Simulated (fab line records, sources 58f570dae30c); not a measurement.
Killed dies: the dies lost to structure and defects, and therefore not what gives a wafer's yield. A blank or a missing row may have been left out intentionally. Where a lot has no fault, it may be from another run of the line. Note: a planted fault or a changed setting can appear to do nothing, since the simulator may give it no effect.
Which tool is to blame? | flow berkeley_cmos170 | Sampling: 7 lots, 21 wafers, 3 of 331 route steps

## WHAT EACH GAUGE READ, for each wafer
UCB170_PFIELD_TW_MEAS_09.
lot  | measured    | on            | PFIELD_TW
L661 | day 5 17:35 | film_metro-02 | 605 606 607
L663 | day 6 01:56 | film_metro-04 | 598 594 594
L665 | day 6 22:14 | film_metro-03 | 599 597 598
L667 | day 7 16:48 | film_metro-02 | 602 606 604
L674 | day 8 09:53 | film_metro-02 | 607 602 606
L677 | day 9 03:58 | film_metro-02 | 558 560 559 560 559 558
L680 | day 9 14:29 | film_metro-03 | 600 600 603

## WHAT TOOL EACH LOT RAN ON (gives the tool, then ch and the chambers of the sampled wafers, and finally the start)
lot  | UCB170_ZERO_ETCH_06               | UCB170_PFIELD_IMPLANT_07
L661 | rie_diel-04 ch 0,2,3, day 2 18:54 | implanter-01 ch 0, day 5 17:20
L663 | rie_diel-02 ch 2,3, day 3 04:34   | implanter-03 ch 0, day 6 01:41
L665 | rie_diel-01 ch 1,2, day 3 10:29   | implanter-04 ch 0, day 6 22:00
L667 | rie_diel-02 ch 0,1,3, day 4 05:43 | implanter-04 ch 0, day 7 16:35
L674 | rie_diel-01 ch 1,2, day 5 10:37   | implanter-04 ch 0, day 8 09:38
L677 | rie_diel-02 ch 0,1, day 6 01:22   | implanter-01 ch 0, day 9 03:43
L680 | rie_diel-02 ch 0,1,3, day 6 20:08 | implanter-03 ch 0, day 9 14:14
- UCB170_ZERO_ETCH_06: etches SiO2 in CHF3/CF4/Ar, time 12 s.
- UCB170_PFIELD_IMPLANT_07

## THE ANSWER, worked out from the rows above alone
Rule: what is usual is taken from the lots themselves. The widest of any qualifying gaps counts: lots, ordered by their means at a reading, are off when they make up no more than a third of the lots, leave a main group of 4 or more, and stand apart from it by 3 or more times the standard deviation of that group's means. A main group is skipped when, at the precision printed for the reading in the tables above, its means are all equal. A lot without any number at a reading at which 4 lots or more have one is off too. All remaining lots with rows at the step are treated as sound.
Off: L677, seen at UCB170_PFIELD_TW_MEAS_09 (PFIELD_TW). For the main group the mean is 602 and the standard deviation 3.9.
A tool fits if, at a process step before that reading, it ran every lot that is off, and no sound lot after the first of them. Gauges at UCB170_PFIELD_TW_MEAS_09: tried the same way as those tools. This does not decide it: 2 tools fit, namely implanter-01 at UCB170_PFIELD_IMPLANT_07 and film_metro-02 at UCB170_PFIELD_TW_MEAS_09.

## WHAT WAS PUT IN BY THE SIMULATOR
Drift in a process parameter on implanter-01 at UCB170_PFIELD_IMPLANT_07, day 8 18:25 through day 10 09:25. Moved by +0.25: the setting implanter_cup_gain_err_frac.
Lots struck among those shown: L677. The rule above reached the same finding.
